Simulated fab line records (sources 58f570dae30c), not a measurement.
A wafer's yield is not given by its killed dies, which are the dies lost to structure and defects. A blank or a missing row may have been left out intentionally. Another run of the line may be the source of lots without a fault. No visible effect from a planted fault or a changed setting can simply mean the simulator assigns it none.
A struck lot beside a sound one ; flow berkeleyCmos170 ; 14 steps out of a route of 331
Sound: the wafers L771.1, L771.2, L771.6. Wafers struck: L784.1, L784.5, L784.6. At the end, the cause is stated.
For every step that has rows: the tool of each side, followed by ch and its chambers, followed by its first start. Under that, the readings that differ: sound wafers ; struck wafers ; difference of the means ; sigmas: that difference in standard deviations of wafers without a fault.
alike: a reading whose means differ by less than 2 such deviations, as well as words and numbers matching on both sides. not compared: withheld readings; readings where some wafer has no value; bounds like >300 that might hide an equal value; numbers whose values overlap and for which the record gives no deviation.
The two part at a step that has a row with sigmas, a row that says differs or no value, or rows on one side only. When numbers do not overlap yet have no deviation, they are printed without sigmas and do not part them. A reading missing from all wafers of one side parts the sides only when that side holds two or more wafers.

UCB170_CONTACT_OVL_MEAS_16:
  sound: overlay-02 at day 9 00:55; struck: overlay-01 at day 12 00:18
  alike: CONTACT_OVL
UCB170_CONTACT_ETCH_17: etches BARC in N2/H2.
  sound on rieDiel-02 ch 1,2, day 9 00:57; struck on rieDiel-04 ch 2,3, day 12 00:20
  alike: chamberPressureMTorr, drypumpMotorCurrentA, oesProductAu, throttleValvePct
UCB170_CONTACT_ETCH_18: etches PSG in CHF3/CF4/Ar, stops on TiSi2, target depth 840 nm, time 195 s.
  sound on rieDiel-02 ch 1,2; struck on rieDiel-04 ch 2,3
  alike: chamberPressureMTorr, drypumpMotorCurrentA, mfcArSccm, oesProductAu, throttleValvePct
  not compared: rfHoursCounterH
UCB170_CONTACT_STRIP_19: strips in O2.
  sound on plasmaAsher-01 ch 0,1, day 9 01:07; struck on plasmaAsher-03 ch 0,1, day 12 00:30
  alike: chamberPressureMTorr, drypumpMotorCurrentA, oesProductAu
  not compared: rfHoursCounterH
UCB170_CONTACT_CD_MEAS_90: target cd 700 nm.
  sound: cdSem-01 at day 9 01:13; struck: cdSem-02 at day 12 00:36
  alike: cdNm
then, 1 step without rows for these wafers: UCB170_CONTACT_CLEAN_20 (cleans in SPM, time 600 s).
UCB170_M1_SPUTTER_00: material Al, target thk 600 nm, time 80 s.
  sound: pvdSputter-04 at day 9 01:31; struck: pvdSputter-01 at day 12 00:54
  alike: throttleValvePct
UCB170_M1_RS_MEAS_01: the measuring method here is four-point-probe.
  sound: filmMetro-02 at day 9 01:34; struck: filmMetro-01 at day 12 00:58
  alike: M1_AL_RS
UCB170_M1_THK_MEAS_02: measures by xrf.
  sound: filmMetro-02 at day 9 01:41; struck: filmMetro-01 at day 12 01:05
  alike: M1_AL_THK
then, 3 steps without rows for these wafers: UCB170_M1_COAT_03; UCB170_M1_COAT_04 (resist thk 900 nm); UCB170_M1_SOFTBAKE_05 (time 60 s).
UCB170_M1_EXPOSE_06: exposes mask METAL1, target cd 700 nm.
  struck on krfScanner-01, day 12 01:43; sound on krfScanner-02 ch 0, day 9 02:34
  no value came back on the struck wafers for exposureDoseMJCm2, focusOffsetNm (nm); on the sound wafers exposureDoseMJCm2 reads 20.96 20.96 20.99
  alike: mask
then, 1 step without rows for these wafers: UCB170_M1_PEB_07.

WHERE THEY PART
At UCB170_M1_EXPOSE_06 and nowhere else, as far as this record goes.

WHY: whatever the simulator had introduced
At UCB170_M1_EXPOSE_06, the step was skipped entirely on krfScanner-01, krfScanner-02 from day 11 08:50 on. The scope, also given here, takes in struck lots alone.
